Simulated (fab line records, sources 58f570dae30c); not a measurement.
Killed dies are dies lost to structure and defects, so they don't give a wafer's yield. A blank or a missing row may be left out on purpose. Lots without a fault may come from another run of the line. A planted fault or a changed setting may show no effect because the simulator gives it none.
Split-lot experiment | flow berkeley_cmos170 | 5 lots, 23 wafers read, on a route of 331 steps

THE SPLIT
At UCB170_ACTIVE_EXPOSE_10 (exposes mask ACTIVE, target cd 1200 nm), the setting dose_mj was moved away from the recipe's 20 on 8 of the 23 wafers read, by -7.2% to -2.0%. The other wafers ran this setting at the recipe's value.

FROM THE SPLIT TO THE READING: what the file shows between them, 5 steps
- UCB170_ACTIVE_PEB_11
- UCB170_ACTIVE_DEVELOP_12: develop time 45 s
- UCB170_ACTIVE_CD_MEAS_13: target cd 1200 nm
- UCB170_ACTIVE_ETCH_15: etches Si3N4 in CH3F/Ar/O2, stops on SiO2, target depth 242 nm, time 151 s (also split here: rf_w)
- UCB170_ACTIVE_STRIP_16: strips in O2

THE READING
cd_nm, in nm, at UCB170_ACTIVE_CD_MEAS_90 (target cd 1200 nm). Fault-free wafers of this fab line usually give 1199.9 nm, standard deviation 1.4 nm.

wafer  | tool, chamber at the split | dose_mj as run | against the recipe | cd_nm, nm | against lot-mates on the recipe
L075.1 | krf_scanner-01, 0          | 20             | recipe             | 1202.0    | -
L075.2 | krf_scanner-01, 0          | 19.59          | -2.0%              | 1206.5    | +4.5
L075.3 | krf_scanner-01, 0          | 20             | recipe             | 1201.0    | -
L075.4 | krf_scanner-01, 0          | 20             | recipe             | 1203.0    | -
L075.5 | krf_scanner-01, 0          | 19.59          | -2.0%              | 1205.1    | +3.1
L074.2 | krf_scanner-01, 0          | 19.47          | -2.7%              | 1202.5    | +4.5
L074.3 | krf_scanner-01, 0          | 20             | recipe             | 1197.6    | -
L074.4 | krf_scanner-01, 0          | 19.47          | -2.7%              | 1203.6    | +5.5
L074.5 | krf_scanner-01, 0          | 20             | recipe             | 1198.5    | -
L074.6 | krf_scanner-01, 0          | 19.47          | -2.7%              | 1203.7    | +5.7
L076.1 | krf_scanner-02, 0          | 20             | recipe             | 1199.1    | -
L076.2 | krf_scanner-02, 0          | 20             | recipe             | 1198.9    | -
L076.3 | krf_scanner-02, 0          | 20             | recipe             | 1198.0    | -
L076.5 | krf_scanner-02, 0          | 20             | recipe             | 1200.3    | -
L076.6 | krf_scanner-02, 0          | 20             | recipe             | 1199.1    | -
L077.1 | krf_scanner-01, 0          | 20             | recipe             | 1198.0    | -
L077.2 | krf_scanner-01, 0          | 20             | recipe             | 1198.5    | -
L077.3 | krf_scanner-01, 0          | 18.57          | -7.2%              | 1210.7    | +12.5
L077.4 | krf_scanner-01, 0          | 18.57          | -7.2%              | 1210.6    | +12.3
L077.6 | krf_scanner-01, 0          | 18.57          | -7.2%              | 1212.4    | +14.2
L079.2 | krf_scanner-01, 0          | 20             | recipe             | 1197.4    | -
L079.4 | krf_scanner-01, 0          | 20             | recipe             | 1199.6    | -
L079.6 | krf_scanner-01, 0          | 20             | recipe             | 1197.5    | -

THE FIT
A straight line over all 23 wafers: cd_nm changes by -1.69 nm for each +1% of dose_mj; r = -0.93; the points scatter about the line by 1.7 nm.
The same after taking each lot's own level away (the mean of its wafers on the recipe; 23 wafers): -1.83 nm for each +1%; r = -0.99; scatter 0.78 nm.
On that fit, the largest move of dose_mj shifts the reading by 13 nm.
The lots' own levels span 1198.05 to 1202.00 nm, that is 2.8 times the standard deviation above.
So the lot-to-lot level changes the slope little: the two slopes agree.
Check: with one of the wafers moved furthest among these (-7.2%) left out of the fit, the line predicts +13.4 nm for it against its lot-mates. It came out at +12.5 nm against them.

OTHER SPLITS ON THESE WAFERS
These wafers also went through other splits before the reading. Each is held against what the fit with the lots' levels taken away leaves over:
other split on the same wafers      | wafers away from the commonest value | r with cd_nm (lot level and that fit taken away)
UCB170_START_OXIDATION_02 ox_time_s | 18                                   | +0.09
UCB170_NWELL_ETCH_13 time_s         | 5                                    | -0.09
UCB170_PWELL_COAT_08 spin_rpm       | 7                                    | +0.38
UCB170_PWELL_ETCH_14 rf_w           | 8                                    | +0.12
UCB170_ACTIVE_ETCH_15 rf_w          | 8                                    | -0.02

THE WHOLE CHAIN: every reading that the file lists as answering this split, in the file's order
step                     | what it does                                                               | reading                                                       | change (the file's fit)              | r (the file's)
UCB170_ACTIVE_CD_MEAS_13 | target cd 1200 nm                                                          | cd_nm                                                         | -1.88 nm for each +1% of the setting | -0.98
UCB170_ACTIVE_ETCH_15    | etches Si3N4 in CH3F/Ar/O2, stops on SiO2, target depth 242 nm, time 151 s | ACTIVE.cd_nm (the simulator's own value, which no gauge read) | -1.84 nm for each +1% of the setting | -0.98
UCB170_ACTIVE_CD_MEAS_90 | target cd 1200 nm                                                          | cd_nm                                                         | -1.84 nm for each +1% of the setting | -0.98

THE FILE'S OWN FIT
cd_nm changes by -1.84 nm for each +1% of dose_mj, r = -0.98.
